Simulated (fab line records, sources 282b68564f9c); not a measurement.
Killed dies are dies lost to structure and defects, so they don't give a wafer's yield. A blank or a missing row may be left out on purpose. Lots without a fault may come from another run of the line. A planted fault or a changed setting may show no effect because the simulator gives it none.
fab line records | flow rit_cmos
record lots=14 wafers=42 last_day=7
route steps=202 shown PSD@147 M1@202
lots that met no fault: from a run of the same line without faults
start_h: hours from the record's first day to the start of the lot's first wafer shown | wait_h: hours since the lot's step before | " the same as in the row above | L1.1+2: a row that stands for several wafers | - no value, or no start given | * or withheld: withheld | < > ~ a bound
route shown NAME@n: a module of which the file shows steps, and the number in the route of the first | usual: mean/standard deviation of fault-free wafers | same: alike in all rows | chamber/n: place in a boat | sites: the reading at each site | _std_site: their standard deviation | _edge_site: outer sites' mean less inner sites' | radius_mm: how far each site lies from the wafer's centre | mask NAME#n: copy n | behind: the tool/chamber that last shaped the wafer | hold: why the lot was held/for how many hours/how that ended | device: the transistor (n, p or np) that didn't switch | end of line: the same wafers' tests at the end of the route | a step without rows: its recipe alone | killed: dies lost to structure and defects at the first sort, not the wafer's yield | map: a wafer's dies, x killed, . not, _ none there
set.NAME: the setting as run; set.NAME@STEP: as run at that earlier step | model.NAME: the simulator's own value behind a step, which no gauge read
steps of the route over a sample of lots; a table a step, a row a wafer
## steps
# step RIT_PSD_DEVELOP_05
# recipe resist=NOVOLAK develop_time_s=50 dev_temp_c=23
# columns lot.wafer tool chamber start_h wait_h
L985.2+4+6 litho_track-03 0 50 -
L986.3+4+5 litho_track-03 0 54 -
L987.2+3+4 litho_track-04 0 63 -
L993.3+4+6 litho_track-03 0 90 -
L995.4+5+6 litho_track-03 0 99 -
L996.1+2+6 litho_track-01 0 108 -
L997.1+2+6 litho_track-04 0 111 -
L998.2+3+5 litho_track-04 0 119 -
L101.1+2+4 litho_track-04 0 129 -
L102.1+3+4 litho_track-01 0 139 -
L103.1+4+5 litho_track-01 0 142 -
L105.3+4+6 litho_track-04 0 151 -
L107.4+5+6 litho_track-01 0 164 -
L108.1+5+6 litho_track-01 0 169 -
# step RIT_PSD_TW_MEAS_10
# usual PSD_TW=3419/26
# columns lot.wafer tool chamber start_h wait_h hold PSD_TW
L985.2 film_metro-01 - 51.12 0.1 - 3402
L985.4 " - " " - 3421
L985.6 " - " " - 3419
L986.3 film_metro-02 - 55.61 0.1 - 3410
L986.4 " - " " - 3417
L986.5 " - " " - 3420
L987.2 film_metro-01 - 64.02 0.1 - 3437
L987.3 " - " " - 3420
L987.4 " - " " - 3433
L993.3 film_metro-02 - 90.80 0.1 await_dispo/0.2h/release 30
L993.4 " - " " await_dispo/0.2h/release 30
L993.6 " - " " await_dispo/0.2h/release 30
L993.3 film_metro-02 - 91.02 0.2 - 30
L993.4 " - " " - 30
L993.6 " - " " - 30
L995.4 film_metro-03 - 99.92 0.1 await_dispo/0.2h/release 30
L995.5 " - " " await_dispo/0.2h/release 30
L995.6 " - " " await_dispo/0.2h/release 30
L995.4 film_metro-03 - 100.15 0.2 - 30
L995.5 " - " " - 30
L995.6 " - " " - 30
L996.1 film_metro-01 - 109.03 0.1 - 3429
L996.2 " - " " - 3435
L996.6 " - " " - 3439
L997.1 film_metro-02 - 112.22 0.1 - 3440
L997.2 " - " " - 3450
L997.6 " - " " - 3454
L998.2 film_metro-02 - 120.01 0.1 - 3447
L998.3 " - " " - 3454
L998.5 " - " " - 3467
L101.1 film_metro-02 - 130.30 0.1 - 3442
L101.2 " - " " - 3435
L101.4 " - " " - 3447
L102.1 film_metro-02 - 140.49 0.1 - 3448
L102.3 " - " " - 3425
L102.4 " - " " - 3426
L103.1 film_metro-03 - 143.58 0.1 - 3363
L103.4 " - " " - 3394
L103.5 " - " " - 3373
L105.3 film_metro-02 - 151.95 0.1 - 3436
L105.4 " - " " - 3423
L105.6 " - " " - 3421
L107.4 film_metro-01 - 165.36 0.1 - 3425
L107.5 " - " " - 3423
L107.6 " - " " - 3427
L108.1 film_metro-03 - 170.09 0.1 - 3377
L108.5 " - " " - 3381
L108.6 " - " " - 3366
# step RIT_M1_PROBE_99
# usual defect_limited_yield=97.5/1.2 killed_at_contacts=0.1/0.23 killed_at_front_end=6/3.2 killed_dies=7/3.2 killed_open=3.4/1.8 killed_short=3.2/2.3 sort_bin_3_pad_short=0.1/0.23 sort_bin_5_function=1.4/0.81 sort_bin_6_memory=0.9/0.7 sort_n_pass=257/3.2 sort_yield_pct=97.5/1.2
# same gross_dies=264 killed_at_M0_to_M3=0 killed_at_M4_up=0 killed_at_back_side=0 killed_at_other=0
# columns lot.wafer tool chamber start_h wait_h defect_limited_yield[%] killed_at_contacts killed_at_front_end killed_dies killed_open killed_short sort_bin_3_pad_short[%] sort_bin_5_function[%] sort_bin_6_memory[%] sort_n_pass sort_yield_pct[%]
L985.2 prober-01 - 59.08 0.1 98.5 0 4 4 3 1 0 1.5 0 260 98.5
L985.4 prober-01 - 59.18 0.2 99.2 0 2 2 1 1 0 0.8 0 262 99.2
L985.6 prober-01 - 59.28 0.2 97.7 0 6 6 3 3 0.4 1.5 0.4 258 97.7
L987.2 prober-01 - 71.85 0.1 98.1 0 5 5 1 4 0 0.8 1.1 259 98.1
L987.3 prober-01 - 71.90 0.2 98.9 0 3 3 1 2 0 0.4 0.8 261 98.9
L987.4 prober-01 - 71.95 0.2 98.1 0 5 5 4 1 0.4 0.4 1.1 259 98.1
L997.1 prober-01 - 120.26 0.1 96.6 0 9 9 3 6 0.8 0.8 1.9 255 96.6
L997.2 prober-01 - 120.31 0.1 97.3 0 7 7 5 2 0 2.3 0.4 257 97.3
L997.6 prober-01 - 120.51 0.2 98.5 0 4 4 4 0 0 1.1 0.4 260 98.5
L101.1 prober-01 - 138.23 0.1 98.1 0 5 5 1 4 0 1.1 0.8 259 98.1
L101.2 prober-01 - 138.28 0.1 95.8 0 11 11 4 7 0.8 2.3 1.1 253 95.8
L101.4 prober-01 - 138.38 0.2 96.2 0 10 10 4 6 0 1.9 1.9 254 96.2
L102.1 prober-02 - 148.46 0.1 95.1 0 13 13 6 7 0.4 2.7 1.9 251 95.1
L102.3 prober-02 - 148.56 0.2 95.5 0 12 12 5 7 0.8 1.9 1.9 252 95.5
L102.4 prober-02 - 148.61 0.2 97.0 0 8 8 5 3 0.4 1.9 0.8 256 97.0
L103.1 prober-01 - 151.50 0.1 98.5 0 4 4 3 1 0 0.8 0.8 260 98.5
L103.4 prober-01 - 151.65 0.2 97.7 0 6 6 1 5 0 0.4 1.9 258 97.7
L103.5 prober-01 - 151.70 0.2 98.1 1 4 5 4 1 0 1.1 0.8 259 98.1
L107.4 prober-01 - 173.45 0.2 99.2 0 2 2 1 1 0.4 0.4 0 262 99.2
L107.5 prober-01 - 173.50 0.2 96.6 0 9 9 7 2 0 1.1 2.3 255 96.6
L107.6 prober-01 - 173.55 0.2 95.1 0 13 13 4 9 0 3.4 1.5 251 95.1
# killed by level:class
L985.2 GATE:geometric_particle:open=2 GATE:geometric_particle:short=1 REOX:geometric_particle:open=1
L985.4 FOX2:geometric_particle:open=1 GATE:geometric_particle:short=1
L985.6 GATE:geometric_particle:open=1 GATE:geometric_particle:short=1 REOX:geometric_particle:open=1 SPACER:geometric_particle:short=1 SILICIDE:geometric_particle:short=1 SILICIDE:geometric_particle:open=1
L987.2 GATE:geometric_particle:short=4 GATE:geometric_particle:open=1
L987.3 GATE:geometric_particle:open=1 GATE:geometric_particle:short=1 REOX:geometric_particle:short=1
L987.4 FOX1:geometric_particle:open=2 FOX1:geometric_particle:short=1 FOX2:geometric_particle:open=1 SPACER:geometric_particle:open=1
L997.1 FOX1:geometric_particle:short=2 FOX2:geometric_particle:open=2 GATE:geometric_particle:short=2 FOX1:geometric_particle:open=1 FOX2:geometric_particle:short=1 REOX:geometric_particle:short=1
L997.2 FOX1:geometric_particle:open=2 FOX2:geometric_particle:open=1 GATE:geometric_particle:open=1 GATE:geometric_particle:short=1 REOX:geometric_particle:short=1 SPACER:geometric_particle:open=1
L997.6 GATE:geometric_particle:open=2 REOX:geometric_particle:open=1 SILICIDE:geometric_particle:open=1
L101.1 GATE:geometric_particle:short=2 FOX1:geometric_particle:open=1 REOX:geometric_particle:short=1 SILICIDE:geometric_particle:short=1
L101.2 GATE:geometric_particle:open=3 SILICIDE:geometric_particle:short=2 ACTIVE:geometric_particle:short=1 FOX1:geometric_particle:short=1 FOX2:geometric_particle:short=1 FOX2:geometric_particle:open=1 GATE:geometric_particle:short=1 REOX:geometric_particle:short=1
L101.4 FOX1:geometric_particle:short=2 GATE:geometric_particle:short=2 FOX2:geometric_particle:open=1 GATE:geometric_particle:open=1 REOX:geometric_particle:open=1 REOX:geometric_particle:short=1 SILICIDE:geometric_particle:open=1 SILICIDE:geometric_particle:short=1
L102.1 SPACER:geometric_particle:short=4 GATE:geometric_particle:open=3 FOX1:geometric_particle:short=2 FOX1:geometric_particle:open=2 GATE:geometric_particle:short=1 SPACER:geometric_particle:open=1
L102.3 FOX1:geometric_particle:open=2 GATE:geometric_particle:short=2 GATE:geometric_particle:open=2 SPACER:geometric_particle:short=2 FOX1:geometric_particle:short=1 REOX:geometric_particle:short=1 SILICIDE:geometric_particle:open=1 SILICIDE:geometric_particle:short=1
L102.4 GATE:geometric_particle:short=3 GATE:geometric_particle:open=2 FOX1:geometric_particle:open=1 REOX:geometric_particle:open=1 SPACER:geometric_particle:open=1
L103.1 GATE:geometric_particle:open=2 REOX:geometric_particle:short=1 SILICIDE:geometric_particle:open=1
L103.4 GATE:geometric_particle:short=3 FOX1:geometric_particle:short=1 FOX1:geometric_particle:open=1 SPACER:geometric_particle:short=1
L103.5 REOX:geometric_particle:open=2 FOX1:geometric_particle:open=1 GATE:geometric_particle:open=1 CONTACT:geometric_particle:short=1
L107.4 GATE:geometric_particle:open=1 SPACER:geometric_particle:short=1
L107.5 GATE:geometric_particle:open=4 GATE:geometric_particle:short=2 REOX:geometric_particle:open=1 SPACER:geometric_particle:open=1 SILICIDE:geometric_particle:open=1
L107.6 GATE:geometric_particle:short=5 FOX1:geometric_particle:short=3 FOX1:geometric_particle:open=2 GATE:geometric_particle:open=2 SPACER:geometric_particle:short=1
## key
first_sign step=RIT_PSD_TW_MEAS_10 reading=visit direction=added
effect step=RIT_PSD_TW_MEAS_10 reading=PSD_TW direction=down sigmas=99+ usual=3419 struck=30
met_at RIT_PSD_DEVELOP_05
struck_lots L993,L995
scrapped_behind RIT_PSD_TW_MEAS_10 L993.3,L993.4,L993.6,L995.4,L995.5,L995.6
onset_between 54 90
fault kind=process_parameter_drift tool=litho_track-03 chamber=- onset_h=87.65 steps=RIT_PSD_DEVELOP_05 channel=develop_time_s offset=* shape=step end_h=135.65 acts_in=* stated=*
